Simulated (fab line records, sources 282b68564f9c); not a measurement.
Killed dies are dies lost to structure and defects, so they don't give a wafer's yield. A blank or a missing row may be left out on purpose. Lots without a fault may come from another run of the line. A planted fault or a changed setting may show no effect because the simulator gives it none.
fab line records | flow rit_cmos | part 2 of 2: steps 33 to 42 of 42
record lots=5 wafers=15 last_day=6
route steps=202 shown PSD@145 SDANNEAL@153 NSD@158 PLDD@159 NLDD@160 SILICIDE@161 CONTACT@168 M1@184
lots that met no fault: from a run of the same line without faults
start_h: hours from the record's first day to the start of the lot's first wafer shown | wait_h: hours since the lot's step before | " the same as in the row above | L1.1+2: a row that stands for several wafers | - no value, or no start given | * or withheld: withheld | < > ~ a bound
route shown NAME@n: a module of which the file shows steps, and the number in the route of the first | usual: mean/standard deviation of fault-free wafers | same: alike in all rows | chamber/n: place in a boat | sites: the reading at each site | _std_site: their standard deviation | _edge_site: outer sites' mean less inner sites' | radius_mm: how far each site lies from the wafer's centre | mask NAME#n: copy n | behind: the tool/chamber that last shaped the wafer | hold: why the lot was held/for how many hours/how that ended | device: the transistor (n, p or np) that didn't switch | end of line: the same wafers' tests at the end of the route | a step without rows: its recipe alone | killed: dies lost to structure and defects at the first sort, not the wafer's yield | map: a wafer's dies, x killed, . not, _ none there
set.NAME: the setting as run; set.NAME@STEP: as run at that earlier step | model.NAME: the simulator's own value behind a step, which no gauge read
lots at some steps of the route; a table a step, a row a wafer
services: from which hour (start_h, from the record's first day; less than 0 if before it) a tool's chamber was out of use, for how many hours, and why
## steps
# step RIT_CONTACT_OVL_MEAS_09
# usual CONTACT_OVL=-1.0/1.5
# columns lot.wafer tool chamber start_h wait_h CONTACT_OVL[nm]
L074.2 overlay-01 - 58.70 0.1 -0.9
L074.3 " - " " 0.0
L074.6 " - " " -1.0
L084.1 overlay-02 - 107.55 0.1 0.4
L084.2 " - " " 0.8
L084.3 " - " " 3.2
L085.3 overlay-01 - 115.22 0.1 -0.8
L085.4 " - " " -1.4
L085.6 " - " " -1.1
L086.1 overlay-02 - 120.05 0.1 -0.9
L086.2 " - " " 0.0
L086.3 " - " " -2.1
L092.2 overlay-01 - 147.24 0.1 -3.0
L092.5 " - " " -1.3
L092.6 " - " " -3.4
# step RIT_CONTACT_HARDBAKE_10
# recipe resist=NOVOLAK temp_c=140 time_s=60
# columns lot.wafer tool chamber start_h wait_h
L074.2+3+6 litho_track-02 0 58.76 0.0
L084.1+2+3 litho_track-01 0 107.73 0.2
L085.3+4+6 litho_track-04 0 115.29 0.1
L086.1+2+3 litho_track-01 0 120.08 0.0
L092.2+5+6 litho_track-04 0 147.29 0.0
# step RIT_CONTACT_ETCH_11
# recipe target_depth_a=4800 over_etch_frac=0.2 stop_on=TiSi2 chemistry=CHF3/CF4/Ar target=SiO2 CHF3_flow_sccm=50 cf4_flow_sccm=10 Ar_flow_sccm=100 O2_flow_sccm=5 pressure_mtorr=100 rf_w=200 time_s=320
# usual drypump_motor_current_A=5.7/0.54 oes_product_au=0.986/0.012 throttle_valve_pct=8.87/0.14
# columns lot.wafer tool chamber start_h wait_h drypump_motor_current_A oes_product_au rf_hours_counter_h throttle_valve_pct
L074.2 rie_diel-04 2 58.88 0.1 4.6 0.978 103 8.65
L074.3 " 3 " " 6.7 0.978 141 8.86
L074.6 " 2 " " 4.6 0.976 - 8.66
L084.1 rie_diel-04 1 107.88 0.1 5.5 0.986 123 8.82
L084.2 " 2 " " 4.6 0.976 104 8.66
L084.3 " 0 " " 5.7 0.985 9 9.10
L085.3 rie_diel-04 2 115.39 0.1 4.6 0.985 104 8.66
L085.4 " 3 " " 6.8 0.988 142 8.87
L085.6 " 3 " " 6.8 0.985 - 8.87
L086.1 rie_diel-01 1 120.23 0.1 5.9 1.008 1 8.92
L086.2 " 0 " " 5.5 0.968 8 8.93
L086.3 " 3 " " 6.1 0.978 54 9.02
L092.2 rie_diel-03 2 147.42 0.1 5.7 0.982 91 8.73
L092.5 " 3 " " 5.8 0.983 - 8.73
L092.6 " 0 " " 5.7 1.017 - 8.93
# step RIT_CONTACT_STRIP_12
# recipe chemistry=O2 time_s=180 resist=NOVOLAK platen_temp_c=withheld power_w=500 pressure_mtorr=4000 o2_flow_sccm=4000
# usual drypump_motor_current_A=5.7/0.45
# columns lot.wafer tool chamber start_h wait_h drypump_motor_current_A rf_hours_counter_h
L074.2 plasma_asher-01 0 59.08 0.1 5.6 26
L074.3 " 1 " " 5.1 -
L074.6 " 0 " " 5.6 -
L084.1 plasma_asher-01 1 108.07 0.1 5.1 31
L084.2 " 0 " " 5.7 31
L084.3 " 0 " " 5.6 -
L085.3 plasma_asher-01 1 115.65 0.2 5.1 -
L085.4 " 0 " " 5.7 -
L085.6 " 0 " " 5.7 -
L086.1 plasma_asher-04 0 120.43 0.1 6.5 48
L086.2 " 1 " " 6.1 48
L086.3 " 1 " " 6.1 -
L092.2 plasma_asher-02 0 147.61 0.1 5.4 50
L092.5 " 1 " " 5.5 -
L092.6 " 0 " " 5.4 -
# step RIT_CONTACT_CD_MEAS_90
# recipe target_cd_nm=1000
# usual cd_nm=1001.1/2.2
# columns lot.wafer tool chamber start_h wait_h cd_nm
L074.2 cd_sem-01 - 59.27 0.1 1005.6
L074.3 " - " " 1004.5
L074.6 " - " " 1001.6
L084.1 cd_sem-01 - 108.25 0.1 1001.5
L084.2 " - " " 1004.3
L084.3 " - " " 1002.8
L085.3 cd_sem-01 - 115.80 0.1 999.6
L085.4 " - " " 1000.1
L085.6 " - " " 1001.2
L086.1 cd_sem-01 - 120.60 0.1 1005.1
L086.2 " - " " 1005.1
L086.3 " - " " 1005.0
L092.2 cd_sem-01 - 147.81 0.1 1000.1
L092.5 " - " " 999.7
L092.6 " - " " 1000.8
# step RIT_CONTACT_CLEAN_13
# recipe chemistry=SC1 mix=3:3:50 time_s=600 temp_c=75
# usual bath_heat_duty_pct=15.7/1.8
# columns lot.wafer tool chamber start_h wait_h bath_heat_duty_pct
L074.2 wet_bench-03 0 59.37 0.1 17.8
L074.3 " 0 " " 18.0
L074.6 " 0 " " 17.2
L084.1 wet_bench-02 2 108.37 0.1 13.3
L084.2 " 2 " " 14.6
L084.3 " 2 " " 13.5
L085.3 wet_bench-03 1 115.88 0.1 16.9
L085.4 " 1 " " 17.9
L085.6 " 1 " " 15.9
L086.1 wet_bench-01 3 120.72 0.1 14.6
L086.2 " 3 " " 15.7
L086.3 " 3 " " 13.8
L092.2 wet_bench-03 1 147.91 0.1 16.8
L092.5 " 1 " " 16.4
L092.6 " 1 " " 17.5
# step RIT_CONTACT_CLEAN_14
# recipe chemistry=SC2 mix=3:3:50 time_s=600 temp_c=75 dry=n2_spin
# usual bath_heat_duty_pct=15.8/1.6
# columns lot.wafer tool chamber start_h wait_h bath_heat_duty_pct
L074.2 wet_bench-03 2 59.55 0.0 15.4
L074.3 " 2 " " 16.3
L074.6 " 2 " " 15.9
L084.1 wet_bench-03 1 108.54 0.0 16.3
L084.2 " 1 " " 15.6
L084.3 " 1 " " 17.0
L085.3 wet_bench-01 2 116.06 0.0 16.9
L085.4 " 2 " " 17.6
L085.6 " 2 " " 16.7
L086.1 wet_bench-02 0 120.90 0.0 14.8
L086.2 " 0 " " 14.1
L086.3 " 0 " " 15.2
L092.2 wet_bench-01 2 148.08 0.0 16.6
L092.5 " 2 " " 15.6
L092.6 " 2 " " 15.4
# step RIT_M1_SPUTTER_00
# recipe material=Al target_thk_nm=400 power_w=2000 chamber_pressure_pa=0.4 gas=Ar time_s=500 substrate_temp_c=25
# usual throttle_valve_pct=30.6/0.92
# columns lot.wafer tool chamber start_h wait_h throttle_valve_pct
L074.2 pvd_sputter-04 - 59.72 0.0 30.3
L074.3 " - " " 31.6
L074.6 " - " " 30.5
L084.1 pvd_sputter-04 - 108.72 0.0 31.8
L084.2 " - " " 30.4
L084.3 " - " " 31.0
L085.3 pvd_sputter-03 - 116.25 0.0 30.4
L085.4 " - " " 29.0
L085.6 " - " " 29.3
L086.1 pvd_sputter-04 - 121.07 0.0 32.1
L086.2 " - " " 30.7
L086.3 " - " " 30.1
L092.2 pvd_sputter-04 - 148.29 0.0 30.3
L092.5 " - " " 32.1
L092.6 " - " " 30.3
# step RIT_M1_RS_MEAS_01
# recipe thk_meas_gauge=four-point-probe reads=Al_of_M1_SPUTTER_00
# usual M1_AL_RS=0.0731/0.00077
# columns lot.wafer tool chamber start_h wait_h M1_AL_RS[ohm/sq]
L074.2 film_metro-04 - 60.04 0.2 0.0740
L074.3 " - " " 0.0741
L074.6 " - " " 0.0731
L084.1 film_metro-04 - 109.01 0.1 0.0723
L084.2 " - " " 0.0722
L084.3 " - " " 0.0714
L085.3 film_metro-04 - 116.58 0.2 0.0726
L085.4 " - " " 0.0719
L085.6 " - " " 0.0719
L086.1 film_metro-04 - 121.37 0.1 0.0729
L086.2 " - " " 0.0724
L086.3 " - " " 0.0734
L092.2 film_metro-03 - 148.61 0.2 0.0736
L092.5 " - " " 0.0734
L092.6 " - " " 0.0735
# step RIT_M1_THK_MEAS_02
# recipe thk_meas_gauge=xrf reads=Al_of_M1_SPUTTER_00
# usual M1_AL_THK=398/4.6
# columns lot.wafer tool chamber start_h wait_h M1_AL_THK[nm]
L074.2 film_metro-04 - 60.15 0.1 394
L074.3 " - " " 392
L074.6 " - " " 399
L084.1 film_metro-04 - 109.13 0.1 403
L084.2 " - " " 403
L084.3 " - " " 406
L085.3 film_metro-04 - 116.68 0.1 402
L085.4 " - " " 405
L085.6 " - " " 405
L086.1 film_metro-04 - 121.49 0.1 400
L086.2 " - " " 403
L086.3 " - " " 396
L092.2 film_metro-03 - 148.72 0.1 395
L092.5 " - " " 397
L092.6 " - " " 397
## services
# columns tool chamber start_h hours kind
iline_stepper-01 - 33.67 3.2 repair
implanter-03 - 40.44 1.4 repair
rie_diel-01 1 44.55 - clean
rie_diel-01 1 44.55 21.6 scheduled_down
pvd_sputter-02 - 60.53 2.7 repair
implanter-03 - 61.99 1.6 repair
implanter-03 - 65.18 4.2 pm
rie_diel-04 3 67.73 3.4 repair
pvd_sputter-01 - 70.48 3.5 repair
pecvd-03 - 71.09 0.9 repair
rie_diel-03 0 71.79 4.9 repair
pvd_sputter-01 - 76.33 2.2 repair
pecvd-01 - 79.68 0.9 repair
pvd_sputter-04 - 80.28 3.8 repair
rie_diel-01 - 80.61 2.8 pm
rie_diel-01 0 95.68 8.3 repair
pecvd-01 0 98.50 5.8 repair
iline_stepper-01 - 107.45 1.7 pm
pecvd-04 - 107.51 2.8 pm
plasma_asher-03 - 108.84 9.0 pm
rie_diel-01 3 120.95 7.5 repair
implanter-01 - 121.85 5.3 pm
rie_diel-03 1 123.37 3.4 repair
rie_diel-01 2 139.92 24.4 repair
